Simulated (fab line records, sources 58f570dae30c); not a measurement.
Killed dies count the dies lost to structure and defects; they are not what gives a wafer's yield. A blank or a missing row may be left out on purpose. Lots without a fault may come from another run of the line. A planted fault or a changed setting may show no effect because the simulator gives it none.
fab line records ; flow berkeleyCmos170
record lots=5; wafers=23
route steps=331 shown GATE@130 PSD@178 NSD@190 SILICIDE@211 CONTACT@217
startH: the number of hours between the record's first day and the start of the first shown wafer of the lot ; waitH: hours elapsed since this lot's preceding step ; " identical to the entry in the row above ; L1.1+2: several wafers, shown together as one row ; - no value present, or no start provided ; * or withheld: withheld ; < > ~ a bound
route shown NAME@n: NAME is a module with steps in the file, n the number in the route of the first one ; usual: mean/standard deviation taken from wafers without a fault ; same: alike in all rows ; chamber/n: place in a boat ; sites: readings site by site ; _std_site: the standard deviation of these ; _edge_site: the outer-site mean with the inner-site mean subtracted ; radiusMm: how far each site lies from the wafer's centre ; mask NAME#n: copy n ; behind: the tool/chamber that last shaped the wafer ; hold: what put the lot on hold/how long, in hours/how the hold closed ; device: the n, p or np transistor that did not switch ; end of line: tests of these same wafers at the route's end ; step lacking rows: just its recipe ; killed: at the first sort, the dies lost to defects and structure; wafer yield is something else ; map: a wafer's dies, x killed, . not, _ none there
set.NAME: the setting as run; set.NAME@STEP: as run at that earlier step ; model.NAME: the simulator's own value behind a step, which no gauge read
lots with deliberately changed settings; one table per step, one row per wafer
## steps
# step UCB170_GATE_CVD_04
# recipe material=poly-Si; tempC=610; precursor=SiH4; timeS=1440; pressureMtorr=375; targetThkNm=214; sih4FlowSccm=120
lot.wafer;tool;chamber;startH;waitH;set.sih4FlowSccm;model.poly-Si_of_GATE_CVD_04.thkNm
L074.1;-;-;-;0.0;111;199.1
L074.2;-;-;-;0.0;111;200.5
L074.3;-;-;-;0.0;111;199.6
L074.4;-;-;-;0.0;111;198.8
L074.5;-;-;-;0.0;111;200
L075.3;lpcvd-02;0;113.24;0.0;120;213.9
L075.4;lpcvd-02;0;113.24;0.0;120;214.1
L075.6;lpcvd-02;0;113.24;0.0;120;215.2
L080.1;-;-;-;0.5;109.5;196.4
L080.3;-;-;-;0.5;109.5;195.8
L080.4;-;-;-;0.5;109.5;195
L080.5;-;-;-;0.5;109.5;194.6
L080.6;-;-;-;0.5;109.5;194.3
L081.1;-;-;-;0.5;102.6;179.1
L081.2;-;-;-;0.5;102.6;181
L081.3;-;-;-;0.5;102.6;182.5
L081.4;-;-;-;0.5;102.6;181.2
L081.6;-;-;-;0.5;102.6;180.3
L083.1;-;-;-;0.0;124.9;216.2
L083.2;-;-;-;0.0;124.9;217.2
L083.4;-;-;-;0.0;124.9;215.9
L083.5;-;-;-;0.0;124.9;217.8
L083.6;-;-;-;0.0;124.9;217.1
# step UCB170_GATE_THK_MEAS_05
# recipe reads=poly-Si_of_GATE_CVD_04
# usual GATE_POLY_THK=213.1/2.7
lot.wafer;tool;chamber;startH;waitH;set.sih4FlowSccm@GATE_CVD_04;GATE_POLY_THK[nm]
L074.1;filmMetro-01;-;-;-;111;199.2
L074.2;filmMetro-01;-;-;-;111;200.5
L074.3;filmMetro-01;-;-;-;111;199.5
L074.4;filmMetro-01;-;-;-;111;198.7
L074.5;filmMetro-01;-;-;-;111;200.1
L075.3;filmMetro-03;-;114.66;0.0;120;214.0
L075.4;filmMetro-03;-;114.66;0.0;120;214.2
L075.6;filmMetro-03;-;114.66;0.0;120;215.1
L080.1;filmMetro-04;-;-;-;109.5;196.6
L080.3;filmMetro-04;-;-;-;109.5;195.8
L080.4;filmMetro-04;-;-;-;109.5;195.0
L080.5;filmMetro-04;-;-;-;109.5;194.6
L080.6;filmMetro-04;-;-;-;109.5;194.5
L081.1;filmMetro-01;-;-;-;102.6;179.1
L081.2;filmMetro-01;-;-;-;102.6;181.1
L081.3;filmMetro-01;-;-;-;102.6;182.4
L081.4;filmMetro-01;-;-;-;102.6;181.1
L081.6;filmMetro-01;-;-;-;102.6;180.4
L083.1;filmMetro-01;-;-;-;124.9;216.0
L083.2;filmMetro-01;-;-;-;124.9;217.1
L083.4;filmMetro-01;-;-;-;124.9;215.7
L083.5;filmMetro-01;-;-;-;124.9;217.7
L083.6;filmMetro-01;-;-;-;124.9;217.0
# step UCB170_GATE_SOFTBAKE_08
# recipe resist=KrF; tempC=130; timeS=60
lot.wafer;tool;chamber;startH;waitH;set.tempC
L075.3+4+6;lithoTrack-03;0;-;-;130
L074.1+3;lithoTrack-02;0;-;-;130
L074.2+4+5;lithoTrack-02;0;-;-;128.2
L080.1+5+6;lithoTrack-01;0;-;-;130
L080.3+4;lithoTrack-01;0;-;-;127.9
L081.1+2+3;lithoTrack-03;0;-;-;130
L081.4+6;lithoTrack-03;0;-;-;126.2
L083.1+2+4+5+6;lithoTrack-03;0;-;-;130
# step UCB170_GATE_EXPOSE_09
# recipe maskId=POLY; targetCdNm=350; na=0.5; sigmaOuter=0.6; sourceShape=conventional; doseMj=21
# step UCB170_GATE_PEB_10
# recipe pebTempC=130; pebTimeS=withheld; resist=KrF
# step UCB170_GATE_ETCH_14
# recipe chemistry=N2/H2; targetDepthA=withheld; overetchA=withheld; target=BARC; timeS=withheld; sourceW=500; biasW=100; pressureMtorr=30; n2FlowSccm=100; h2FlowSccm=200
# step UCB170_GATE_ETCH_15
# recipe chemistry=HBr/Cl2; target=poly-Si; stopOn=SiO2; overEtchFrac=0.3; icpW=300; biasW=150; timeS=56.3; pressureMtorr=15; HBr_flow_sccm=150; Cl2_flow_sccm=50; targetDepthA=2782
# usual oesProductAu=0.828/0.014
lot.wafer;tool;chamber;startH;waitH;set.sih4FlowSccm@GATE_CVD_04;oesProductAu
L075.3;rieSi-02;2;115.89;-;120;0.822
L075.4;rieSi-02;1;115.89;-;120;0.820
L075.6;rieSi-02;2;115.89;-;120;0.827
L074.1;rieSi-01;1;116.07;-;111;0.780
L074.2;rieSi-01;2;116.07;-;111;0.780
L074.3;rieSi-01;0;116.07;-;111;0.772
L074.4;rieSi-01;0;116.07;-;111;0.782
L074.5;rieSi-01;1;116.07;-;111;0.787
L080.1;rieSi-01;3;149.01;-;109.5;0.787
L080.3;rieSi-01;2;149.01;-;109.5;0.777
L080.4;rieSi-01;1;149.01;-;109.5;0.773
L080.5;rieSi-01;1;149.01;-;109.5;0.767
L080.6;rieSi-01;2;149.01;-;109.5;0.772
L081.1;rieSi-02;2;149.10;-;102.6;0.732
L081.2;rieSi-02;3;149.10;-;102.6;0.763
L081.3;rieSi-02;1;149.10;-;102.6;0.742
L081.4;rieSi-02;0;149.10;-;102.6;0.763
L081.6;rieSi-02;0;149.10;-;102.6;0.758
L083.1;rieSi-02;0;164.11;-;124.9;0.857
L083.2;rieSi-02;1;164.11;-;124.9;0.830
L083.4;rieSi-02;3;164.11;-;124.9;0.854
L083.5;rieSi-02;1;164.11;-;124.9;0.838
L083.6;rieSi-02;0;164.11;-;124.9;0.864
# step UCB170_PSD_EXPOSE_03
# recipe maskId=PSELECT_MOD; na=0.5; sigmaOuter=0.6; sourceShape=conventional; targetCdNm=1200; doseMj=30
lot.wafer;tool;chamber;startH;waitH;mask;set.doseMj
L074.1+4+5;krfScanner-01;0;122.81;0.2;PSELECT_MOD#0;30
L074.2+3;krfScanner-01;0;122.81;0.2;PSELECT_MOD#0;29.31
L075.3+4+6;krfScanner-02;0;123.09;0.4;PSELECT_MOD#0;30
L080.1+4+6;krfScanner-02;0;158.39;0.1;PSELECT_MOD#0;29.15
L080.3+5;krfScanner-02;0;158.39;0.1;PSELECT_MOD#0;30
L081.1+3;krfScanner-01;0;158.63;0.4;PSELECT_MOD#0;28.5
L081.2+4+6;krfScanner-01;0;158.63;0.4;PSELECT_MOD#0;30
L083.1+6;krfScanner-02;0;174.25;0.4;PSELECT_MOD#0;30
L083.2+4+5;krfScanner-02;0;174.25;0.4;PSELECT_MOD#0;32.05
# step UCB170_PSD_PEB_04
# recipe pebTempC=130; pebTimeS=withheld; resist=KrF
# step UCB170_PSD_DEVELOP_05
# recipe developer=TMAH; developTimeS=45; resist=KrF; devTempC=21
# step UCB170_PSD_CD_MEAS_06
# recipe targetCdNm=1200
# usual cdNm=1199.8/1.3
lot.wafer;tool;chamber;startH;waitH;set.doseMj@PSD_EXPOSE_03;cdNm
L074.1;cdSem-02;-;123.24;-;30;1200.8
L074.2;cdSem-02;-;123.24;-;29.31;1197.8
L074.3;cdSem-02;-;123.24;-;29.31;1197.2
L074.4;cdSem-02;-;123.24;-;30;1202.3
L074.5;cdSem-02;-;123.24;-;30;1202.0
L075.3;cdSem-01;-;123.57;-;30;1199.5
L075.4;cdSem-01;-;123.57;-;30;1199.6
L075.6;cdSem-01;-;123.57;-;30;1200.2
L080.1;cdSem-01;-;158.78;-;29.15;1191.4
L080.3;cdSem-01;-;158.78;-;30;1198.6
L080.4;cdSem-01;-;158.78;-;29.15;1191.5
L080.5;cdSem-01;-;158.78;-;30;1197.3
L080.6;cdSem-01;-;158.78;-;29.15;1193.3
L081.1;cdSem-02;-;159.02;-;28.5;1191.4
L081.2;cdSem-02;-;159.02;-;30;1202.2
L081.3;cdSem-02;-;159.02;-;28.5;1191.5
L081.4;cdSem-02;-;159.02;-;30;1201.6
L081.6;cdSem-02;-;159.02;-;30;1200.3
L083.1;cdSem-02;-;174.64;-;30;1200.6
L083.2;cdSem-02;-;174.64;-;32.05;1211.5
L083.4;cdSem-02;-;174.64;-;32.05;1212.4
L083.5;cdSem-02;-;174.64;-;32.05;1212.0
L083.6;cdSem-02;-;174.64;-;30;1199.7
# step UCB170_NSD_EXPOSE_03
# recipe maskId=NSELECT_MOD; na=0.5; sigmaOuter=0.6; sourceShape=conventional; targetCdNm=1200; doseMj=30
lot.wafer;tool;chamber;startH;waitH;mask;set.doseMj
L074.1+2+3+4+5;krfScanner-01;0;126.07;0.2;NSELECT_MOD#0;30
L075.3+4+6;krfScanner-02;0;126.35;0.3;NSELECT_MOD#0;30
L081.1+3+4;krfScanner-01;0;160.20;0.1;NSELECT_MOD#0;30
L081.2+6;krfScanner-01;0;160.20;0.1;NSELECT_MOD#0;28.11
L080.1+5;krfScanner-01;0;160.31;0.2;NSELECT_MOD#0;30
L080.3+4+6;krfScanner-01;0;160.31;0.2;NSELECT_MOD#0;31.51
L083.1+5;krfScanner-01;0;177.88;0.4;NSELECT_MOD#0;31.11
L083.2+4+6;krfScanner-01;0;177.88;0.4;NSELECT_MOD#0;30
# step UCB170_NSD_PEB_04
# recipe pebTempC=130; pebTimeS=withheld; resist=KrF
# step UCB170_NSD_DEVELOP_05
# recipe developer=TMAH; developTimeS=45; resist=KrF; devTempC=21
# step UCB170_NSD_CD_MEAS_06
# recipe targetCdNm=1200
# usual cdNm=1199.7/1.5
lot.wafer;tool;chamber;startH;waitH;set.doseMj@NSD_EXPOSE_03;cdNm
L074.1;cdSem-01;-;126.46;-;30;1200.2
L074.2;cdSem-01;-;126.46;-;30;1198.5
L074.3;cdSem-01;-;126.46;-;30;1199.9
L074.4;cdSem-01;-;126.46;-;30;1202.2
L074.5;cdSem-01;-;126.46;-;30;1200.2
L075.3;cdSem-02;-;126.74;-;30;1200.3
L075.4;cdSem-02;-;126.74;-;30;1199.2
L075.6;cdSem-02;-;126.74;-;30;1200.2
L081.1;cdSem-01;-;160.75;-;30;1200.0
L081.2;cdSem-01;-;160.75;-;28.11;1187.8
L081.3;cdSem-01;-;160.75;-;30;1200.7
L081.4;cdSem-01;-;160.75;-;30;1199.3
L081.6;cdSem-01;-;160.75;-;28.11;1187.6
L080.1;cdSem-02;-;160.85;-;30;1197.4
L080.3;cdSem-02;-;160.85;-;31.51;1204.9
L080.4;cdSem-02;-;160.85;-;31.51;1206.4
L080.5;cdSem-02;-;160.85;-;30;1197.8
L080.6;cdSem-02;-;160.85;-;31.51;1205.2
L083.1;cdSem-02;-;178.27;-;31.11;1204.6
L083.2;cdSem-02;-;178.27;-;30;1200.7
L083.4;cdSem-02;-;178.27;-;30;1198.2
L083.5;cdSem-02;-;178.27;-;31.11;1204.6
L083.6;cdSem-02;-;178.27;-;30;1198.8
# step UCB170_SILICIDE_SPUTTER_01
# recipe material=Ti; targetThkNm=30; timeS=25; powerW=1500; chamberPressurePa=0.5
lot.wafer;tool;chamber;startH;waitH;set.powerW;model.Ti_of_SILICIDE_SPUTTER_01.thkNm
L074.1;pvdSputter-01;-;128.50;0.0;1500;29.76
L074.2;pvdSputter-01;-;128.50;0.0;1500;30.38
L074.3;pvdSputter-01;-;128.50;0.0;1500;30.26
L074.4;pvdSputter-01;-;128.50;0.0;1500;29.86
L074.5;pvdSputter-01;-;128.50;0.0;1500;30.51
L075.3;pvdSputter-02;-;128.95;0.0;1500;30.01
L075.4;pvdSputter-02;-;128.95;0.0;1500;29.77
L075.6;pvdSputter-02;-;128.95;0.0;1500;30
L080.1;pvdSputter-02;-;166.39;0.0;1500;29.64
L080.3;pvdSputter-02;-;166.39;0.0;1500;29.22
L080.4;pvdSputter-02;-;166.39;0.0;1613;31.86
L080.5;pvdSputter-02;-;166.39;0.0;1613;32.19
L080.6;pvdSputter-02;-;166.39;0.0;1613;31.97
L081.1;pvdSputter-04;-;166.74;0.0;1500;30.49
L081.2;pvdSputter-04;-;166.74;0.0;1453;29.36
L081.3;pvdSputter-04;-;166.74;0.0;1453;29.3
L081.4;pvdSputter-04;-;166.74;0.0;1453;29.54
L081.6;pvdSputter-04;-;166.74;0.0;1500;30.56
L083.1;pvdSputter-02;-;180.34;0.0;1500;29.65
L083.2;pvdSputter-02;-;180.34;0.0;1500;29.73
L083.4;pvdSputter-02;-;180.34;0.0;1557;31.14
L083.5;pvdSputter-02;-;180.34;0.0;1557;30.7
L083.6;pvdSputter-02;-;180.34;0.0;1557;30.99
# step UCB170_SILICIDE_RS_MEAS_02
# recipe thkMeasGauge=four-point-probe; reads=Ti_of_SILICIDE_SPUTTER_01
# usual SILICIDE_TI_RS=26.1/0.35
lot.wafer;tool;chamber;startH;waitH;set.powerW@SILICIDE_SPUTTER_01;SILICIDE_TI_RS[ohm/sq]
L074.1;filmMetro-02;-;128.54;0.0;1500;26.4
L074.2;filmMetro-02;-;128.54;0.0;1500;25.7
L074.3;filmMetro-02;-;128.54;0.0;1500;25.8
L074.4;filmMetro-02;-;128.54;0.0;1500;26.3
L074.5;filmMetro-02;-;128.54;0.0;1500;25.6
L075.3;filmMetro-02;-;129.02;0.1;1500;26.1
L075.4;filmMetro-02;-;129.02;0.1;1500;26.3
L075.6;filmMetro-02;-;129.02;0.1;1500;26.1
L080.1;filmMetro-02;-;166.50;0.1;1500;26.7
L080.3;filmMetro-02;-;166.50;0.1;1500;27.1
L080.4;filmMetro-02;-;166.50;0.1;1613;24.5
L080.5;filmMetro-02;-;166.50;0.1;1613;24.2
L080.6;filmMetro-02;-;166.50;0.1;1613;24.4
L081.1;filmMetro-02;-;166.77;0.0;1500;25.7
L081.2;filmMetro-02;-;166.77;0.0;1453;26.8
L081.3;filmMetro-02;-;166.77;0.0;1453;26.9
L081.4;filmMetro-02;-;166.77;0.0;1453;26.7
L081.6;filmMetro-02;-;166.77;0.0;1500;25.6
L083.1;filmMetro-01;-;180.37;0.0;1500;26.5
L083.2;filmMetro-01;-;180.37;0.0;1500;26.4
L083.4;filmMetro-01;-;180.37;0.0;1557;25.0
L083.5;filmMetro-01;-;180.37;0.0;1557;25.4
L083.6;filmMetro-01;-;180.37;0.0;1557;25.2
# step UCB170_SILICIDE_THK_MEAS_03
# recipe thkMeasGauge=xrf; reads=Ti_of_SILICIDE_SPUTTER_01
# usual SILICIDE_TI_THK=30.1/0.43
lot.wafer;tool;chamber;startH;waitH;set.powerW@SILICIDE_SPUTTER_01;SILICIDE_TI_THK[nm]
L074.1;filmMetro-02;-;128.66;0.1;1500;29.8
L074.2;filmMetro-02;-;128.66;0.1;1500;30.2
L074.3;filmMetro-02;-;128.66;0.1;1500;30.3
L074.4;filmMetro-02;-;128.66;0.1;1500;29.7
L074.5;filmMetro-02;-;128.66;0.1;1500;30.4
L075.3;filmMetro-02;-;129.12;0.1;1500;30.0
L075.4;filmMetro-02;-;129.12;0.1;1500;29.7
L075.6;filmMetro-02;-;129.12;0.1;1500;30.0
L080.1;filmMetro-02;-;166.62;0.1;1500;29.4
L080.3;filmMetro-02;-;166.62;0.1;1500;29.0
L080.4;filmMetro-02;-;166.62;0.1;1613;31.6
L080.5;filmMetro-02;-;166.62;0.1;1613;31.9
L080.6;filmMetro-02;-;166.62;0.1;1613;31.9
L081.1;filmMetro-02;-;166.89;0.1;1500;30.3
L081.2;filmMetro-02;-;166.89;0.1;1453;29.3
L081.3;filmMetro-02;-;166.89;0.1;1453;29.1
L081.4;filmMetro-02;-;166.89;0.1;1453;29.3
L081.6;filmMetro-02;-;166.89;0.1;1500;30.4
L083.1;filmMetro-01;-;180.49;0.1;1500;29.8
L083.2;filmMetro-01;-;180.49;0.1;1500;29.6
L083.4;filmMetro-01;-;180.49;0.1;1557;31.2
L083.5;filmMetro-01;-;180.49;0.1;1557;30.9
L083.6;filmMetro-01;-;180.49;0.1;1557;31.1
# step UCB170_CONTACT_CVD_01
# recipe material=PSG; targetThkNm=700; tempC=450; precursor=SiH4/O2/PH3; timeS=2820; pressureMtorr=300; sih4FlowSccm=60; o2FlowSccm=90; ph3FlowSccm=25
lot.wafer;tool;chamber;startH;waitH;set.timeS;model.PSG_of_CONTACT_CVD_01.thkNm
L074.1;-;-;-;0.0;3210;786.1
L074.2;-;-;-;0.0;3210;787.7
L074.3;-;-;-;0.0;3210;787
L074.4+5;-;-;-;0.0;3210;-
L075.3;lpcvd-01;1;130.78;1.3;2820;697.1
L075.4;lpcvd-01;1;130.78;1.3;2820;700
L075.6;lpcvd-01;1;130.78;1.3;2820;693.5
L080.1+3+5;-;-;-;0.0;2608;-
L080.4;-;-;-;0.0;2608;645.8
L080.6;-;-;-;0.0;2608;644.8
L081.1;-;-;-;1.2;2820;699.3
L081.2;-;-;-;1.2;2820;694.6
L081.3;-;-;-;1.2;2820;698.5
L081.4;-;-;-;1.2;2820;689.7
L081.6;-;-;-;1.2;2820;694.1
L083.1;-;-;-;1.1;3190;771
L083.2+4;-;-;-;1.1;3190;773.6
L083.5;-;-;-;1.1;3190;777.5
L083.6;-;-;-;1.1;3190;774.2
# step UCB170_CONTACT_THK_MEAS_02
# recipe reads=PSG_of_CONTACT_CVD_01
# usual CONTACT_PSG_THK=693/6.1
lot.wafer;tool;chamber;startH;waitH;set.timeS@CONTACT_CVD_01;CONTACT_PSG_THK[nm]
L074.1;filmMetro-03;-;-;-;3210;786
L074.2;filmMetro-03;-;-;-;3210;788
L074.3;filmMetro-03;-;-;-;3210;787
L074.4;filmMetro-03;-;-;-;3210;793
L074.5;filmMetro-03;-;-;-;3210;792
L075.3;filmMetro-04;-;132.58;0.0;2820;697
L075.4;filmMetro-04;-;132.58;0.0;2820;700
L075.6;filmMetro-04;-;132.58;0.0;2820;693
L080.1;filmMetro-01;-;-;-;2608;649
L080.3;filmMetro-01;-;-;-;2608;646
L080.4;filmMetro-01;-;-;-;2608;646
L080.5;filmMetro-01;-;-;-;2608;645
L080.6;filmMetro-01;-;-;-;2608;645
L081.1;filmMetro-04;-;-;-;2820;700
L081.2;filmMetro-04;-;-;-;2820;695
L081.3;filmMetro-04;-;-;-;2820;699
L081.4;filmMetro-04;-;-;-;2820;690
L081.6;filmMetro-04;-;-;-;2820;694
L083.1;filmMetro-04;-;-;-;3190;771
L083.2;filmMetro-04;-;-;-;3190;773
L083.4;filmMetro-04;-;-;-;3190;774
L083.5;filmMetro-04;-;-;-;3190;778
L083.6;filmMetro-04;-;-;-;3190;774
# step UCB170_CONTACT_COAT_10
# recipe resist=KrF; spinRpm=1500; resistThkNm=900
lot.wafer;tool;chamber;startH;waitH;set.resistThkNm;model.KrF_of_CONTACT_COAT_10.thkNm
L074.1;lithoTrack-03;0;-;-;900;900
L074.2;lithoTrack-03;0;-;-;900;900.8
L074.3;lithoTrack-03;0;-;-;944.1;944.2
L074.4;lithoTrack-03;0;-;-;944.1;944
L074.5;lithoTrack-03;0;-;-;900;900.1
L075.3;lithoTrack-04;0;-;-;900;900.3
L075.4;lithoTrack-04;0;-;-;900;898.8
L075.6;lithoTrack-04;0;-;-;900;902.2
L080.1;lithoTrack-01;0;-;-;900;896.9
L080.3;lithoTrack-01;0;-;-;876.7;872
L080.4;lithoTrack-01;0;-;-;876.7;871.5
L080.5;lithoTrack-01;0;-;-;900;895.4
L080.6;lithoTrack-01;0;-;-;900;897.9
L081.1;lithoTrack-03;0;-;-;881.6;888.2
L081.2;lithoTrack-03;0;-;-;900;901.8
L081.3;lithoTrack-03;0;-;-;900;903.8
L081.4;lithoTrack-03;0;-;-;881.6;883.1
L081.6;lithoTrack-03;0;-;-;900;901.4
L083.1;lithoTrack-03;0;-;-;900;900.6
L083.2;lithoTrack-03;0;-;-;900;900.7
L083.4;lithoTrack-03;0;-;-;900;900.2
L083.5;lithoTrack-03;0;-;-;900;901.7
L083.6;lithoTrack-03;0;-;-;900;900.9
# step UCB170_CONTACT_SOFTBAKE_11
# recipe resist=KrF; tempC=130; timeS=60
# step UCB170_CONTACT_EXPOSE_12
# recipe maskId=CONT; targetCdNm=700; na=0.5; sigmaOuter=0.6; sourceShape=conventional; doseMj=35
# step UCB170_CONTACT_ETCH_17
# recipe chemistry=N2/H2; targetDepthA=withheld; overetchA=withheld; target=BARC; timeS=withheld; sourceW=500; biasW=100; pressureMtorr=30; n2FlowSccm=100; h2FlowSccm=200
# step UCB170_CONTACT_ETCH_18
# recipe chemistry=CHF3/CF4/Ar; target=PSG; stopOn=TiSi2; CHF3_flow_sccm=45; cf4FlowSccm=15; Ar_flow_sccm=150; pressureMtorr=200; rfW=700; targetDepthA=8400; overEtchFrac=0.2; timeS=195
# usual oesProductAu=0.873/0.014
lot.wafer;tool;chamber;startH;waitH;set.timeS@CONTACT_CVD_01;set.resistThkNm@CONTACT_COAT_10;oesProductAu;model.etch.depthNm;model.CONTACT.featureDepthNm;model.KrF_of_CONTACT_COAT_10.thkNm
L074.1;rieDiel-03;2;-;-;3210;900;0.938;786.1;786.1;693.6
L074.2;rieDiel-03;0;-;-;3210;900;0.941;787.7;787.7;698.8
L074.3;rieDiel-03;3;-;-;3210;944.1;0.928;787;787;740.2
L074.4;rieDiel-03;1;-;-;3210;944.1;0.936;-;792.9;735.6
L074.5;rieDiel-03;3;-;-;3210;900;0.935;-;792.5;696.2
L075.3;rieDiel-04;3;-;-;2820;900;0.871;697.1;697.1;690.6
L075.4;rieDiel-04;2;-;-;2820;900;0.873;700;700;690.9
L075.6;rieDiel-04;2;-;-;2820;900;0.869;693.5;693.5;693.6
L080.1;rieDiel-03;3;-;-;2608;900;0.839;-;649.3;692.8
L080.3;rieDiel-03;2;-;-;2608;876.7;0.852;-;646.1;667.5
L080.4;rieDiel-03;3;-;-;2608;876.7;0.831;645.8;645.8;668.4
L080.5;rieDiel-03;0;-;-;2608;900;0.836;-;645.1;696.8
L080.6;rieDiel-03;2;-;-;2608;900;0.846;644.8;644.8;691.8
L081.1;rieDiel-03;0;-;-;2820;881.6;0.875;699.3;699.3;687.6
L081.2;rieDiel-03;3;-;-;2820;900;0.867;694.6;694.6;698.4
L081.3;rieDiel-03;2;-;-;2820;900;0.887;698.5;698.5;698.2
L081.4;rieDiel-03;3;-;-;2820;881.6;0.860;689.7;689.7;678.9
L081.6;rieDiel-03;2;-;-;2820;900;0.890;694.1;694.1;696.9
L083.1;rieDiel-02;0;-;-;3190;900;0.958;771;771;696.5
L083.2;rieDiel-02;1;-;-;3190;900;0.969;773.6;773.6;695.4
L083.4;rieDiel-02;3;-;-;3190;900;0.925;773.6;773.6;687.5
L083.5;rieDiel-02;2;-;-;3190;900;0.965;777.5;777.5;694.5
L083.6;rieDiel-02;3;-;-;3190;900;0.932;774.2;774.2;687
## key
split step=UCB170_GATE_CVD_04; setting=sih4FlowSccm; stated=120; by=lot
response step=UCB170_GATE_CVD_04; reading=model.poly-Si_of_GATE_CVD_04.thkNm; change=+1.94; per=1%; r=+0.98
response step=UCB170_GATE_THK_MEAS_05; reading=GATE_POLY_THK; change=+1.93; per=1%; r=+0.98
response step=UCB170_GATE_ETCH_15; reading=oesProductAu; change=+0.00531; per=1%; r=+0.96
split step=UCB170_GATE_SOFTBAKE_08; setting=tempC; stated=130; by=wafer
response none clear
split step=UCB170_PSD_EXPOSE_03; setting=doseMj; stated=30; by=wafer
response step=UCB170_PSD_CD_MEAS_06; reading=cdNm; change=+1.84; per=1%; r=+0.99
split step=UCB170_NSD_EXPOSE_03; setting=doseMj; stated=30; by=wafer
response step=UCB170_NSD_CD_MEAS_06; reading=cdNm; change=+1.74; per=1%; r=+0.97
split step=UCB170_SILICIDE_SPUTTER_01; setting=powerW; stated=1500; by=wafer
response step=UCB170_SILICIDE_SPUTTER_01; reading=model.Ti_of_SILICIDE_SPUTTER_01.thkNm; change=+0.342; per=1%; r=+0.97
response step=UCB170_SILICIDE_RS_MEAS_02; reading=SILICIDE_TI_RS; change=-0.338; per=1%; r=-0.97
response step=UCB170_SILICIDE_THK_MEAS_03; reading=SILICIDE_TI_THK; change=+0.344; per=1%; r=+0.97
split step=UCB170_CONTACT_CVD_01; setting=timeS; stated=2820; by=lot
response step=UCB170_CONTACT_CVD_01; reading=model.PSG_of_CONTACT_CVD_01.thkNm; change=+6.3; per=1%; r=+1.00
response step=UCB170_CONTACT_THK_MEAS_02; reading=CONTACT_PSG_THK; change=+6.43; per=1%; r=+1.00
response step=UCB170_CONTACT_ETCH_18; reading=oesProductAu; change=+0.0049; per=1%; r=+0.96
response step=UCB170_CONTACT_ETCH_18; reading=model.etch.depthNm; change=+6.3; per=1%; r=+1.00
response step=UCB170_CONTACT_ETCH_18; reading=model.CONTACT.featureDepthNm; change=+6.44; per=1%; r=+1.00
split step=UCB170_CONTACT_COAT_10; setting=resistThkNm; stated=900; by=wafer
response step=UCB170_CONTACT_COAT_10; reading=model.KrF_of_CONTACT_COAT_10.thkNm; change=+8.99; per=1%; r=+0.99
response step=UCB170_CONTACT_ETCH_18; reading=model.KrF_of_CONTACT_COAT_10.thkNm; change=+8.62; per=1%; r=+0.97
